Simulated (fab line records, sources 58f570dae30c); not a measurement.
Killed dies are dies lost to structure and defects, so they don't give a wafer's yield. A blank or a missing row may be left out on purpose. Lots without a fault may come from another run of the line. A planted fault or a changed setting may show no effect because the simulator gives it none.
fab line records | flow berkeley_cmos170
record lots=13 wafers=39 last_day=12
route steps=331 shown ZERO@12 NWELL@29 ACTIVE@70 PVT@121
lots that met no fault: from a run of the same line without faults
start_h: hours from the record's first day to the start of the lot's first wafer shown | wait_h: hours since the lot's step before | " the same as in the row above | L1.1+2: a row that stands for several wafers | - no value, or no start given | * or withheld: withheld | < > ~ a bound
route shown NAME@n: a module of which the file shows steps, and the number in the route of the first | usual: mean/standard deviation of fault-free wafers | same: alike in all rows | chamber/n: place in a boat | sites: the reading at each site | _std_site: their standard deviation | _edge_site: outer sites' mean less inner sites' | radius_mm: how far each site lies from the wafer's centre | mask NAME#n: copy n | behind: the tool/chamber that last shaped the wafer | hold: why the lot was held/for how many hours/how that ended | device: the transistor (n, p or np) that didn't switch | end of line: the same wafers' tests at the end of the route | a step without rows: its recipe alone | killed: dies lost to structure and defects at the first sort, not the wafer's yield | map: a wafer's dies, x killed, . not, _ none there
set.NAME: the setting as run; set.NAME@STEP: as run at that earlier step | model.NAME: the simulator's own value behind a step, which no gauge read
steps of the route over a sample of lots; a table a step, a row a wafer
services: from which hour (start_h, from the record's first day; less than 0 if before it) a tool's chamber was out of use, for how many hours, and why
## steps
# step UCB170_ZERO_ETCH_06
# recipe chemistry=CHF3/CF4/Ar target=SiO2 time_s=12 pressure_mtorr=100 rf_w=500 CHF3_flow_sccm=50 cf4_flow_sccm=10 Ar_flow_sccm=120 over_etch_frac=1.58
# usual drypump_motor_current_A=5.6/0.4 oes_product_au=0.619/0.01 throttle_valve_pct=9.29/0.15
# columns lot.wafer tool chamber start_h wait_h drypump_motor_current_A oes_product_au rf_hours_counter_h throttle_valve_pct
L378.1 rie_diel-04 3 19.26 - 5.5 0.613 6 8.99
L378.3 " 0 " " 6.1 0.610 11 9.24
L378.6 " 2 " " 5.9 0.615 - 9.29
L379.2 rie_diel-01 1 22.92 - 5.8 0.619 19 9.51
L379.3 " 2 " " 5.9 0.616 64 9.24
L379.5 " 1 " " 5.8 0.628 - 9.50
L380.1 rie_diel-03 1 28.59 - 5.4 0.635 4 9.03
L380.5 " 0 " " 5.6 0.607 - 9.39
L380.6 " 1 " " 5.4 0.632 - 9.03
L382.3 rie_diel-03 3 38.35 - 5.1 0.613 134 9.37
L382.5 " 3 " " 5.1 0.617 - 9.37
L382.6 " 0 " " 5.6 0.611 - 9.39
L383.3 rie_diel-01 3 44.27 - 6.4 0.633 50 9.44
L383.4 " 2 " " 5.9 0.613 65 9.24
L383.6 " 2 " " 5.9 0.619 - 9.25
L385.1 rie_diel-01 0 56.82 - 5.9 0.603 109 9.36
L385.3 " 1 " " 5.7 0.627 20 9.52
L385.4 " 2 " " 5.9 0.611 66 9.24
L387.3 rie_diel-04 2 64.04 - 5.9 0.623 39 9.30
L387.4 " 1 " " 4.9 0.629 143 9.24
L387.6 " 3 " " 5.5 0.604 - 9.00
L395.3 rie_diel-03 3 100.76 - 5.1 0.621 138 9.35
L395.5 " 0 " " 5.6 0.606 - 9.38
L395.6 " 3 " " 5.1 0.611 - 9.35
L396.3 rie_diel-03 3 109.99 - 5.1 0.606 138 9.38
L396.4 " 1 " " 5.4 0.636 9 9.04
L396.5 " 3 " " 5.1 0.614 - 9.36
L397.1 rie_diel-04 3 115.51 - 5.5 0.619 10 9.00
L397.2 " 1 " " 4.9 0.628 146 9.25
L397.3 " 0 " " 6.1 0.613 16 9.23
L399.2 rie_diel-03 0 124.63 - 5.6 0.603 74 9.40
L399.5 " 0 " " 5.6 0.607 - 9.39
L399.6 " 1 " " 5.4 0.637 - 9.04
L400.2 rie_diel-03 2 127.08 - 5.6 0.614 1 9.47
L400.4 " 0 " " 5.6 0.605 74 9.39
L400.5 " 2 " " 5.6 0.616 - 9.47
L401.3 rie_diel-04 2 133.98 - 5.8 0.625 43 9.29
L401.5 " 1 " " 4.9 0.633 - 9.25
L401.6 " 0 " " 6.1 0.615 - 9.25
# step UCB170_NWELL_STRIP_15
# recipe chemistry=O2 power_w=400 pressure_mtorr=3500 platen_temp_c=withheld o2_flow_sccm=400 overash_fraction=0.5
# usual drypump_motor_current_A=5.7/0.53 oes_product_au=0.720/0.0046 strip_time_to_endpoint_s=17.97/0.12
# columns lot.wafer tool chamber start_h wait_h drypump_motor_current_A oes_product_au rf_hours_counter_h strip_time_to_endpoint_s
L378.1 plasma_asher-03 1 32.58 0.1 5.8 0.719 32 17.90
L378.3 " 0 " " 5.6 0.716 - 17.94
L378.6 " 0 " " 5.6 0.722 - 17.83
L379.2 plasma_asher-04 0 32.75 0.1 5.2 0.720 33 17.83
L379.3 " 1 " " 5.1 0.718 - 17.83
L379.5 " 0 " " 5.2 0.715 - 17.76
L380.1 plasma_asher-04 1 40.38 0.1 5.0 0.720 34 17.93
L380.5 " 1 " " 5.1 0.716 - 17.88
L380.6 " 0 " " 5.2 0.713 - 17.79
L382.3 plasma_asher-04 1 51.15 0.1 5.1 0.727 - 17.95
L382.5 " 0 " " 5.2 0.724 - 17.91
L382.6 " 1 " " 5.1 0.731 - 17.85
L383.3 plasma_asher-01 1 56.71 0.1 5.9 0.707 - 18.04
L383.4 " 0 " " 6.6 0.721 - 18.06
L383.6 " 1 " " 5.9 0.717 - 17.91
L385.1 plasma_asher-03 0 71.48 0.1 5.7 0.721 36 17.95
L385.3 " 1 " " 5.9 0.723 - 17.88
L385.4 " 0 " " 5.6 0.725 - 17.81
L387.3 plasma_asher-04 1 76.17 0.1 5.1 0.722 - 18.00
L387.4 " 0 " " 5.2 0.723 - 17.85
L387.6 " 1 " " 5.1 0.719 - 18.07
L395.3 plasma_asher-04 0 118.27 0.1 5.2 0.721 - 18.13
L395.5 " 0 " " 5.1 0.720 - 18.16
L395.6 " 1 " " 5.1 0.716 - 18.08
L396.3 plasma_asher-03 0 121.95 0.1 5.7 0.722 - 17.87
L396.4 " 1 " " 5.9 0.718 - 17.97
L396.5 " 1 " " 5.8 0.719 - 18.02
L397.1 plasma_asher-04 1 125.76 0.1 5.1 0.719 1 18.08
L397.2 " 0 " " 5.2 0.715 1 17.91
L397.3 " 1 " " 5.1 0.713 - 18.04
L399.2 plasma_asher-01 0 138.45 0.1 6.6 0.724 34 18.16
L399.5 " 0 " " 6.6 0.721 - 18.11
L399.6 " 1 " " 5.9 0.720 - 18.06
L400.2 plasma_asher-04 1 138.69 0.1 5.0 0.726 2 17.83
L400.4 " 0 " " 5.2 0.724 - 17.97
L400.5 " 1 " " 5.0 0.715 - 17.78
L401.3 plasma_asher-01 1 147.01 0.1 5.9 0.728 - 17.92
L401.5 " 1 " " 5.9 0.726 - 17.77
L401.6 " 0 " " 6.6 0.717 - 18.01
# step UCB170_ACTIVE_EXPOSE_10
# recipe mask_id=ACTIVE target_cd_nm=1200 na=0.5 sigma_outer=0.6 source_shape=conventional dose_mj=20
# columns lot.wafer tool chamber start_h wait_h mask
L378.1+3+6 krf_scanner-02 0 76.68 0.2 ACTIVE#0
L379.2+3+5 krf_scanner-01 0 76.94 0.5 ACTIVE#0
L380.1+5+6 krf_scanner-01 0 89.39 0.1 ACTIVE#0
L382.3+5+6 krf_scanner-01 0 98.58 0.2 ACTIVE#0
L383.3+4+6 krf_scanner-02 0 98.83 0.4 ACTIVE#0
L385.1+3+4 krf_scanner-01 0 117.28 0.5 ACTIVE_R1#0
L387.3+4+6 krf_scanner-02 0 117.56 0.3 ACTIVE#0
L396.3+4+5 krf_scanner-01 0 173.94 0.3 ACTIVE#0
L395.3+5+6 krf_scanner-02 0 174.18 0.5 ACTIVE#0
L397.1+2+3 krf_scanner-01 0 174.38 0.4 ACTIVE#0
L400.2+4+5 krf_scanner-02 0 182.74 0.2 ACTIVE#0
L399.2+5+6 krf_scanner-01 0 183.11 0.2 ACTIVE#0
L401.3+5+6 krf_scanner-01 0 196.78 0.1 ACTIVE#0
# step UCB170_ACTIVE_CD_MEAS_13
# recipe target_cd_nm=1200
# usual cd_nm=1200.1/1.2
# columns lot.wafer tool chamber start_h wait_h cd_nm
L378.1 cd_sem-02 - 77.07 - 1200.3
L378.3 " - " " 1200.8
L378.6 " - " " 1201.5
L379.2 cd_sem-02 - 77.46 - 1201.1
L379.3 " - " " 1201.5
L379.5 " - " " 1201.4
L380.1 cd_sem-01 - 89.78 - 1197.9
L380.5 " - " " 1200.0
L380.6 " - " " 1200.7
L382.3 cd_sem-02 - 99.15 - 1201.3
L382.5 " - " " 1201.6
L382.6 " - " " 1201.6
L383.3 cd_sem-01 - 99.39 - 1199.9
L383.4 " - " " 1201.1
L383.6 " - " " 1202.0
L385.1 cd_sem-01 - 117.67 - 1379.6
L385.3 " - " " 1381.7
L385.4 " - " " 1380.8
L387.3 cd_sem-02 - 118.14 - 1198.6
L387.4 " - " " 1199.9
L387.6 " - " " 1201.2
L396.3 cd_sem-02 - 174.54 - 1199.9
L396.4 " - " " 1200.5
L396.5 " - " " 1199.7
L395.3 cd_sem-01 - 174.69 - 1201.4
L395.5 " - " " 1198.6
L395.6 " - " " 1199.9
L397.1 cd_sem-01 - 174.89 - 1200.0
L397.2 " - " " 1199.8
L397.3 " - " " 1200.9
L400.2 cd_sem-02 - 183.71 - 1200.0
L400.4 " - " " 1198.8
L400.5 " - " " 1199.9
L399.2 cd_sem-01 - 183.98 - 1200.3
L399.5 " - " " 1202.1
L399.6 " - " " 1200.1
L401.3 cd_sem-01 - 197.17 - 1201.4
L401.5 " - " " 1201.8
L401.6 " - " " 1200.2
# step UCB170_PVT_OVL_MEAS_06
# usual PVT_OVL=0/5.7
# columns lot.wafer tool chamber start_h wait_h PVT_OVL[nm]
L379.2 overlay-01 - 106.98 - -1
L379.3 " - " " -1
L379.5 " - " " -2
L378.1 overlay-01 - 107.68 - -3
L378.3 " - " " -4
L378.6 " - " " 1
L380.1 overlay-02 - 122.91 - 8
L380.5 " - " " 1
L380.6 " - " " -1
L382.3 overlay-01 - 129.58 - 1
L382.5 " - " " -1
L382.6 " - " " 1
L383.3 overlay-02 - 129.85 - 3
L383.4 " - " " 0
L383.6 " - " " 5
L387.3 overlay-01 - 151.73 - -3
L387.4 " - " " -2
L387.6 " - " " -7
L385.1 overlay-01 - 151.93 - -12
L385.3 " - " " -14
L385.4 " - " " -9
L396.3 overlay-01 - 214.81 - 3
L396.4 " - " " 3
L396.5 " - " " 10
L397.1 overlay-02 - 215.02 - -7
L397.2 " - " " -7
L397.3 " - " " -10
L395.3 overlay-02 - 215.09 - 11
L395.5 " - " " 6
L395.6 " - " " 9
L400.2 overlay-01 - 226.69 - -11
L400.4 " - " " -13
L400.5 " - " " -11
L399.2 overlay-01 - 227.26 - 9
L399.5 " - " " 8
L399.6 " - " " 4
L401.3 overlay-02 - 236.35 - 9
L401.5 " - " " 8
L401.6 " - " " 4
## services
# columns tool chamber start_h hours kind
krf_scanner-01 - -4.39 1.0 pm
krf_scanner-02 - 2.88 0.8 pm
plasma_asher-04 - 41.81 2.2 repair
krf_scanner-01 - 56.23 1.3 pm
krf_scanner-02 - 58.13 0.2 repair
rie_diel-01 - 62.50 2.3 repair
plasma_asher-01 - 67.61 1.6 repair
krf_scanner-01 - 77.07 0.8 pm
rie_diel-04 2 78.70 7.3 repair
rie_diel-03 2 82.93 - clean
rie_diel-04 2 101.45 3.5 repair
plasma_asher-04 - 108.75 9.0 pm
plasma_asher-04 0 108.75 9.0 vent_cycle
plasma_asher-04 1 108.75 9.0 vent_cycle
rie_diel-04 0 116.39 4.4 repair
plasma_asher-04 0 117.75 - clean
plasma_asher-04 1 117.75 - clean
krf_scanner-02 - 126.43 1.3 pm
rie_diel-04 0 134.18 4.5 repair
rie_diel-03 0 143.74 3.4 repair
krf_scanner-01 - 146.86 4.4 pm
rie_diel-03 - 160.25 2.2 repair
krf_scanner-02 - 161.59 1.0 pm
krf_scanner-01 - 164.61 1.0 pm
## key
first_sign step=UCB170_ACTIVE_EXPOSE_10 reading=mask direction=changed
effect step=UCB170_ACTIVE_CD_MEAS_13 reading=cd_nm direction=up sigmas=99+ usual=1200.1 struck=1380.7
met_at UCB170_ACTIVE_EXPOSE_10
struck_lots L385
sort_left_out L385.1,L385.3,L385.4
tester_left_out L385
not_acting_at UCB170_ZERO_ETCH_06,UCB170_NWELL_STRIP_15,UCB170_PVT_OVL_MEAS_06
onset_between 98.58 117.28
fault kind=wrong_mask tool=any chamber=- onset_h=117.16 steps=UCB170_ACTIVE_EXPOSE_10 aux_copy=ACTIVE_R1#0 cd_offset_nm=180 scope=struck_lots_only
# tester_left_out: of these lots the tester's yield and bins aren't shown, on N5 and GAA mostly nor the transistor test; their killed dies are dies lost to structure and defects alone, not to doping, threshold or leakage, so they don't give the yield
# sort_left_out: the simulated sort isn't trusted on such a fault, so these wafers' sort isn't shown, and their yield isn't known
